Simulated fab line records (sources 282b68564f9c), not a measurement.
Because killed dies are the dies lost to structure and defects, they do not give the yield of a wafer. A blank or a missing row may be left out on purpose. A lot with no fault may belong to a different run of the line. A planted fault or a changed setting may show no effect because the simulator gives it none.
What tool caused it? / flow rit cmos / 36 wafers from 12 lots sampled at 2 of the route's 202 steps

WHAT EACH GAUGE READ, for each wafer
RIT_SPACER_THK_MEAS_04.
lot=L205; measured=day 2 22:25; on=film metro-02; SPACER_NITRIDE_THK (nm)=249.2 251.4 250.4
lot=L206; measured=day 3 02:34; on=film metro-02; SPACER_NITRIDE_THK (nm)=251.1 250.4 252.6
lot=L207; measured=day 3 08:38; on=film metro-01; SPACER_NITRIDE_THK (nm)=253.0 248.4 249.5
lot=L209; measured=day 3 18:58; on=film metro-01; SPACER_NITRIDE_THK (nm)=272.8 271.2 274.4
lot=L210; measured=day 3 23:35; on=film metro-01; SPACER_NITRIDE_THK (nm)=272.7 273.1 273.9
lot=L212; measured=day 4 11:31; on=film metro-04; SPACER_NITRIDE_THK (nm)=250.1 250.9 251.7
lot=L223; measured=day 6 21:10; on=film metro-02; SPACER_NITRIDE_THK (nm)=247.8 249.2 247.7
lot=L224; measured=day 7 01:47; on=film metro-01; SPACER_NITRIDE_THK (nm)=250.0 251.8 252.7
lot=L225; measured=day 7 05:08; on=film metro-04; SPACER_NITRIDE_THK (nm)=250.5 250.4 248.1
lot=L226; measured=day 7 09:27; on=film metro-02; SPACER_NITRIDE_THK (nm)=250.1 248.7 250.9
lot=L227; measured=day 7 13:21; on=film metro-04; SPACER_NITRIDE_THK (nm)=250.1 249.4 248.5
lot=L228; measured=day 7 17:38; on=film metro-01; SPACER_NITRIDE_THK (nm)=253.0 250.0 252.4

WHAT TOOL EACH LOT RAN ON (gives the tool, then ch and the chambers of the sampled wafers, and finally the start)
lot=L205; RIT_SPACER_CVD_03=lpcvd-01 ch 1, day 2 20:29
lot=L206; RIT_SPACER_CVD_03=lpcvd-01 ch 0, day 3 00:38
lot=L207; RIT_SPACER_CVD_03=lpcvd-01 ch 1, day 3 06:42
lot=L209; RIT_SPACER_CVD_03=lpcvd-01 ch 1, day 3 17:02
lot=L210; RIT_SPACER_CVD_03=lpcvd-01 ch 1, day 3 21:41
lot=L212; RIT_SPACER_CVD_03=lpcvd-02 ch 0, day 4 08:38
lot=L223; RIT_SPACER_CVD_03=lpcvd-02 ch 1, day 6 18:17
lot=L224; RIT_SPACER_CVD_03=lpcvd-02 ch 0, day 6 21:27
lot=L225; RIT_SPACER_CVD_03=lpcvd-02 ch 1, day 7 02:15
lot=L226; RIT_SPACER_CVD_03=lpcvd-02 ch 1, day 7 06:34
lot=L227; RIT_SPACER_CVD_03=lpcvd-02 ch 0, day 7 10:26
lot=L228; RIT_SPACER_CVD_03=lpcvd-02 ch 0, day 7 14:44
- RIT_SPACER_CVD_03: deposits Si3N4 from SiH2Cl2/NH3, target thk 250 nm, time 3300 s.

AS READ BY THE TOOLS THEMSELVES (means over the sampled wafers that have a number; for cases with no such wafer, the mark the record gives instead)
RIT_SPACER_CVD_03.
lot=L205; tool=lpcvd-01; pressure mtorr (mTorr)=300.1; susceptor temp C (C)=810.2
lot=L206; tool=lpcvd-01; pressure mtorr (mTorr)=299.6; susceptor temp C (C)=810.4
lot=L207; tool=lpcvd-01; pressure mtorr (mTorr)=299.8; susceptor temp C (C)=809.9
lot=L209; tool=lpcvd-01; pressure mtorr (mTorr)=299.3; susceptor temp C (C)=809.9
lot=L210; tool=lpcvd-01; pressure mtorr (mTorr)=300.0; susceptor temp C (C)=810.1
lot=L212; tool=lpcvd-02; pressure mtorr (mTorr)=300.3; susceptor temp C (C)=810.4
lot=L223; tool=lpcvd-02; pressure mtorr (mTorr)=300.6; susceptor temp C (C)=809.6
lot=L224; tool=lpcvd-02; pressure mtorr (mTorr)=299.9; susceptor temp C (C)=810.2
lot=L225; tool=lpcvd-02; pressure mtorr (mTorr)=300.0; susceptor temp C (C)=809.8
lot=L226; tool=lpcvd-02; pressure mtorr (mTorr)=299.6; susceptor temp C (C)=810.0
lot=L227; tool=lpcvd-02; pressure mtorr (mTorr)=300.3; susceptor temp C (C)=809.9
lot=L228; tool=lpcvd-02; pressure mtorr (mTorr)=299.4; susceptor temp C (C)=810.0

THE ANSWER, worked out from the rows above alone
Rule: the lots themselves supply what counts as usual. Put in order of their means at a reading, lots are off if they are a third of the lots or fewer, leave a main group of 4 or more, and stand apart from it by a gap of 3 or more times the standard deviation of the main group's means; of several such gaps the widest counts. Not used: any main group whose means are identical at the precision the tables above print for the reading. A lot without any number at a reading at which 4 lots or more have one is off too. The other lots that the step has rows for count as sound. After the gauges, taken in route order, come the tools' own readings; for these a lot's mean is taken, as printed above. At the first step where some lot is off, the reading lying furthest off is the one used; lots without a number count as furthest.
Off: L209, L210, at RIT_SPACER_THK_MEAS_04 (SPACER_NITRIDE_THK). The main group has a mean of 250.3 nm with a standard deviation of 1.
A tool fits if, at a process step before that reading, it ran every lot that is off, and no sound lot after the first of them. Gauges at RIT_SPACER_THK_MEAS_04: tried the same way as those tools. One fits: lpcvd-01 at RIT_SPACER_CVD_03. A fault onset in the window from L207 (day 3 06:42, its last sound lot) to L209 (day 3 17:02, its first lot off) fits.

WHAT THE SIMULATOR HAD PUT IN
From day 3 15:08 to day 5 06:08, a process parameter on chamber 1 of lpcvd-01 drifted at RIT_SPACER_CVD_03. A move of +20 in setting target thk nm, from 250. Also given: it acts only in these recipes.
Lots struck among those shown: L209, L210. The rule given above showed the same thing.
